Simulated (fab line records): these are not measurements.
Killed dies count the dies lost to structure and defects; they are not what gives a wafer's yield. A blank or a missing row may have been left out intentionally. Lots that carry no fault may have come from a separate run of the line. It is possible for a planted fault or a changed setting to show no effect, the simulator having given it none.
A struck lot beside a sound one || flow berkeley-cmos170 || 15 out of 331 route steps
Sound: the wafers L755.4, L755.5, L755.6. Struck: wafer L758.3. The cause comes at the end.
At each step with rows: each side's tool, then ch and its chambers, then its first start. Under that, the readings that differ: sound wafers || struck wafers || difference of the means || sigmas: that difference in standard deviations of wafers without a fault.
alike: a reading whose means differ by less than 2 such deviations, as well as words and numbers matching on both sides. not compared: withheld readings; readings where some wafer has no value; bounds like >300 that might hide an equal value; numbers whose values overlap and for which the record gives no deviation.
Wherever a step has rows on one side only, a row that says differs or no value, or a row with sigmas, the two part there. Numbers that have no deviation but don't overlap get no sigmas and don't part them. Lack of a reading on every wafer of one side parts them only where that side has two or more wafers.

first, 2 steps without rows for these wafers: UCB170_M2_COAT_05 (resist thk 900 nm); UCB170_M2_SOFTBAKE_06 (time 60 s).
UCB170_M2_STRIP_07: strips in O2.
  sound on plasma-asher-03 ch 0,1, day 11 03:32; struck on plasma-asher-03 ch 0, day 12 02:40
  alike: drypump-motor-current-A, o2-flow-sccm, oes-product-au, strip-time-to-endpoint-s
  not compared: rf-hours-counter-h
then, 7 steps without rows for these wafers: UCB170_M2_STRIP_08 (strips KrF in DMSO, time 600 s); UCB170_M2_COAT_09; UCB170_M2_COAT_10 (resist thk 900 nm); UCB170_M2_SOFTBAKE_11 (time 60 s); UCB170_M2_EXPOSE_12 (exposes mask METAL2, target cd 700 nm); UCB170_M2_PEB_13; UCB170_M2_DEVELOP_14 (develop time 45 s).
UCB170_M2_CD_MEAS_15: target cd 700 nm.
  sound: cd-sem-02 at day 11 05:55; struck: cd-sem-02 at day 12 03:55
  alike: cd-nm
UCB170_M2_OVL_MEAS_16:
  sound: overlay-02 at day 11 05:59; struck: overlay-02 at day 12 04:01
  alike: M2_OVL
UCB170_M2_ETCH_17: etches BARC in N2/H2.
  sound on rie-diel-02 ch 0,3, day 11 06:01; struck on rie-diel-02 ch 2, day 12 04:02
{"reading": "oes-product-au (a.u.)", "sound": "1.016 1.021 1.000", "struck": 0.738, "difference": -0.274, "sigmas": -15}
{"reading": "model.M2.cd-nm (nm)", "sound": "699 697.8 698.4", "struck": 703, "difference": "+5", "sigmas": ""}
  alike: drypump-motor-current-A, throttle-valve-pct
UCB170_M2_METAL_ETCH_18: etches Al in Cl2/BCl3, stops on SiO2, target depth 1170 nm, time 195 s.
  sound on rie-metal-02 ch 0,1, day 11 06:07; struck on rie-metal-02 ch 0, day 12 04:08
  alike: drypump-motor-current-A, he-backside-leak-sccm, oes-product-au, throttle-valve-pct
  not compared: rf-hours-counter-h
UCB170_M3_PROBE_99:
  sound wafers here have rows in the record (prober-01, day 11 15:05); struck ones have none

== WHERE THEY PART ==
Last at UCB170_M3_PROBE_99 as far as this record goes, first at UCB170_M2_ETCH_17.

WHY: the cause the simulator had injected
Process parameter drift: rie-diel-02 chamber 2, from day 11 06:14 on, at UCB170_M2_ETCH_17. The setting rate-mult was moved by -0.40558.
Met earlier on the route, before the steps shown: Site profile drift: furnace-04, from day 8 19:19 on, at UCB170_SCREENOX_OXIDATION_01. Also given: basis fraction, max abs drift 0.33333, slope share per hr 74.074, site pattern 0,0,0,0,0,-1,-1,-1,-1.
